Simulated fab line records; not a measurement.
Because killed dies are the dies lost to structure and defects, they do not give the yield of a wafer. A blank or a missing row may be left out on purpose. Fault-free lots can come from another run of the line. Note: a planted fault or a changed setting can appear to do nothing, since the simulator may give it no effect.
A lot that was struck, set against a sound lot || flow rit cmos || 19 steps out of a route of 202
Sound: wafers L345.3, L345.4, L345.5. The struck wafers were L348.1, L348.2, L348.4. At the end, the cause is stated.
Order at every step that has rows: each side's tool, ch and its chambers, its first start. Under that, the readings that differ: sound wafers || struck wafers || difference of the means || sigmas: that difference in standard deviations of wafers without a fault.
alike: a reading whose means differ by less than 2 such deviations, as well as words and numbers matching on both sides. not compared: withheld readings; readings where some wafer has no value; bounds like >300 that might hide an equal value; numbers whose values overlap and for which the record gives no deviation.
Wherever a step has rows on one side only, a row that says differs or no value, or a row with sigmas, the two part there. Numbers that don't overlap but have no deviation are shown without sigmas and don't part them. Lack of a reading on every wafer of one side parts them only where that side has two or more wafers.

first, 4 steps without rows for these wafers: RIT_PSD_SOFTBAKE_02 (time 60 s); RIT_PSD_EXPOSE_03 (exposes mask M10, target cd 40900 nm); RIT_PSD_PEB_04; RIT_PSD_DEVELOP_05 (develop time 50 s).
RIT_PSD_OVL_MEAS_06:
  sound on overlay-02 at day 6 19:51; struck on overlay-02 at day 7 08:37
  alike: PSD_OVL
then, 2 steps without rows for these wafers: RIT_PSD_HARDBAKE_07 (time 60 s); RIT_PSD_IMPLANT_08.
RIT_PSD_STRIP_09: strips in O2, time 180 s.
  sound on plasma asher-02 ch 0,1, day 6 20:14; struck on plasma asher-04 ch 0,1, day 7 08:57
  alike: drypump motor current A, o2 flow sccm
  not compared: rf hours counter h
RIT_PSD_TW_MEAS_10:
  sound on film metro-02 at day 6 20:22; struck on film metro-02 at day 7 09:08
  alike: PSD_TW
then, 3 steps without rows for these wafers: RIT_SDANNEAL_CLEAN_00 (cleans in SC1, time 600 s); RIT_SDANNEAL_CLEAN_01 (cleans in dHF, time 30 s); RIT_SDANNEAL_CLEAN_02 (cleans in SC2, time 600 s).
RIT_SDANNEAL_RTA_03: time 5 s.
  sound on rtp anneal-01 ch 0, day 6 20:47; struck on rtp anneal-02 ch 0, day 7 09:33
  alike: wafer_temp_C_max
RIT_SDANNEAL_RS_MEAS_04: the measuring method here is four-point-probe.
  sound on film metro-01 at day 6 20:52; struck on film metro-02 at day 7 09:37
{"reading": "PSD_RS (ohm/sq)", "sound": "115.6 115.7 115.5", "struck": "97.3 97.5 96.9", "difference": -18.4, "sigmas": -56}
RIT_SDANNEAL_RS_MEAS_05: the measuring method here is four-point-probe.
  sound on film metro-01 at day 6 20:59; struck on film metro-02 at day 7 09:44
{"reading": "NSD_RS (ohm/sq)", "sound": "84.62 84.74 84.40", "struck": "80.94 80.78 81.24", "difference": -3.60, "sigmas": -15}
RIT_SDANNEAL_RS_MEAS_06: the measuring method here is four-point-probe.
  sound on film metro-01 at day 6 21:07; struck on film metro-02 at day 7 09:51
{"reading": "PLDD_RS (ohm/sq)", "sound": "178.6 178.5 178.2", "struck": "161.5 161.5 161.3", "difference": -17.0, "sigmas": -40}
RIT_SDANNEAL_RS_MEAS_07: the measuring method here is four-point-probe.
  sound on film metro-01 at day 6 21:14; struck on film metro-02 at day 7 09:58
{"reading": "NLDD_RS (ohm/sq)", "sound": "151.8 151.8 151.7", "struck": "148.1 148.4 147.9", "difference": -3.6, "sigmas": -8}
then, 1 step without rows for these wafers: RIT_SILICIDE_WET_ETCH_00 (etches SiO2 in BOE, target depth 14 nm, time 15 s).
RIT_M1_PROBE_99:
  only the struck wafers here have rows in the record (prober-02, day 7 16:54); the sound ones have none

## WHERE THEY PART
Last at RIT_M1_PROBE_99 as far as this record goes, first at RIT_SDANNEAL_RS_MEAS_04.

WHY: what had been put in by the simulator
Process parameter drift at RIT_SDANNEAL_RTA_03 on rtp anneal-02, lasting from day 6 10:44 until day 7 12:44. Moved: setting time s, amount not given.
